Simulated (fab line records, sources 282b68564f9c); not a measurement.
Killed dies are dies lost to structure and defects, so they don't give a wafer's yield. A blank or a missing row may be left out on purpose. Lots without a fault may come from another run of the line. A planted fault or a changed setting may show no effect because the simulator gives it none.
A struck lot beside a sound one | flow rit_cmos | 18 steps out of a route of 202
Sound: wafers L281.2, L281.5, L281.6. Struck: wafers L295.1, L295.2, L295.5. The cause comes at the end.
At each step with rows: each side's tool, then ch and its chambers, then its first start. Under that, the readings that differ: sound wafers | struck wafers | difference of the means | sigmas: that difference in standard deviations of wafers without a fault.
alike: readings whose means differ by less than 2 such deviations, and words and numbers that are the same on both sides. not compared: withheld readings, readings that some wafer has no value for, bounds like >300 that may hide the same value, and numbers for which the record gives no deviation and whose values overlap.
The two part at a step that has a row with sigmas, a row that says differs or no value, or rows on one side only. Numbers that don't overlap but have no deviation are shown without sigmas and don't part them. A reading that every wafer of one side lacks parts them only if that side has two wafers or more.

first, 4 steps without rows for these wafers: RIT_PSD_SOFTBAKE_02 (time 60 s); RIT_PSD_EXPOSE_03 (exposes mask M10, target cd 40900 nm); RIT_PSD_PEB_04; RIT_PSD_DEVELOP_05 (develop time 50 s).
RIT_PSD_OVL_MEAS_06:
  sound on overlay-02, day 4 00:46; struck on overlay-01, day 6 21:57
  alike: PSD_OVL
then, 2 steps without rows for these wafers: RIT_PSD_HARDBAKE_07 (time 60 s); RIT_PSD_IMPLANT_08.
RIT_PSD_STRIP_09: strips in O2, time 180 s.
  sound on plasma_asher-04 ch 0,1, day 4 01:05; struck on plasma_asher-03 ch 0,1, day 6 22:17
  alike: drypump_motor_current_A
  not compared: rf_hours_counter_h
RIT_PSD_TW_MEAS_10:
  sound on film_metro-02, day 4 01:17; struck on film_metro-04, day 6 22:28
  reading | sound          | struck         | difference | sigmas
  PSD_TW  | 3451 3467 3481 | 3399 3406 3387 | -69        | -3
then, 3 steps without rows for these wafers: RIT_SDANNEAL_CLEAN_00 (cleans in SC1, time 600 s); RIT_SDANNEAL_CLEAN_01 (cleans in dHF, time 30 s); RIT_SDANNEAL_CLEAN_02 (cleans in SC2, time 600 s).
RIT_SDANNEAL_RTA_03: time 5 s.
  sound on rtp_anneal-02 ch 0, day 4 01:42; struck on rtp_anneal-02 ch 0, day 6 22:53
  alike: ramp_up_c_per_s, wafer_temp_C_max
RIT_SDANNEAL_RS_MEAS_04: measures by four-point-probe.
  sound on film_metro-02, day 4 01:46; struck on film_metro-04, day 6 22:57
  reading         | sound                | struck               | difference | sigmas
  PSD_RS (ohm/sq) | 116.28 115.87 116.10 | 127.54 128.03 127.71 | +11.68     | +39
RIT_SDANNEAL_RS_MEAS_05: measures by four-point-probe.
  sound on film_metro-02, day 4 01:53; struck on film_metro-04, day 6 23:04
  reading         | sound          | struck         | difference | sigmas
  NSD_RS (ohm/sq) | 84.1 84.2 84.1 | 85.0 85.1 84.9 | +0.9       | +3
RIT_SDANNEAL_RS_MEAS_06: measures by four-point-probe.
  sound on film_metro-02, day 4 02:01; struck on film_metro-04, day 6 23:11
  reading          | sound             | struck            | difference | sigmas
  PLDD_RS (ohm/sq) | 178.5 178.6 178.3 | 191.1 191.0 191.5 | +12.7      | +24
RIT_SDANNEAL_RS_MEAS_07: measures by four-point-probe.
  sound on film_metro-02, day 4 02:08; struck on film_metro-04, day 6 23:19
  alike: NLDD_RS
RIT_M1_PROBE_99:
  the record has rows for the sound wafers here (prober-01, day 4 09:11) and none for the struck ones

WHERE THEY PART
First at RIT_PSD_TW_MEAS_10; last, within this record, at RIT_M1_PROBE_99.

WHY: what the simulator had put in
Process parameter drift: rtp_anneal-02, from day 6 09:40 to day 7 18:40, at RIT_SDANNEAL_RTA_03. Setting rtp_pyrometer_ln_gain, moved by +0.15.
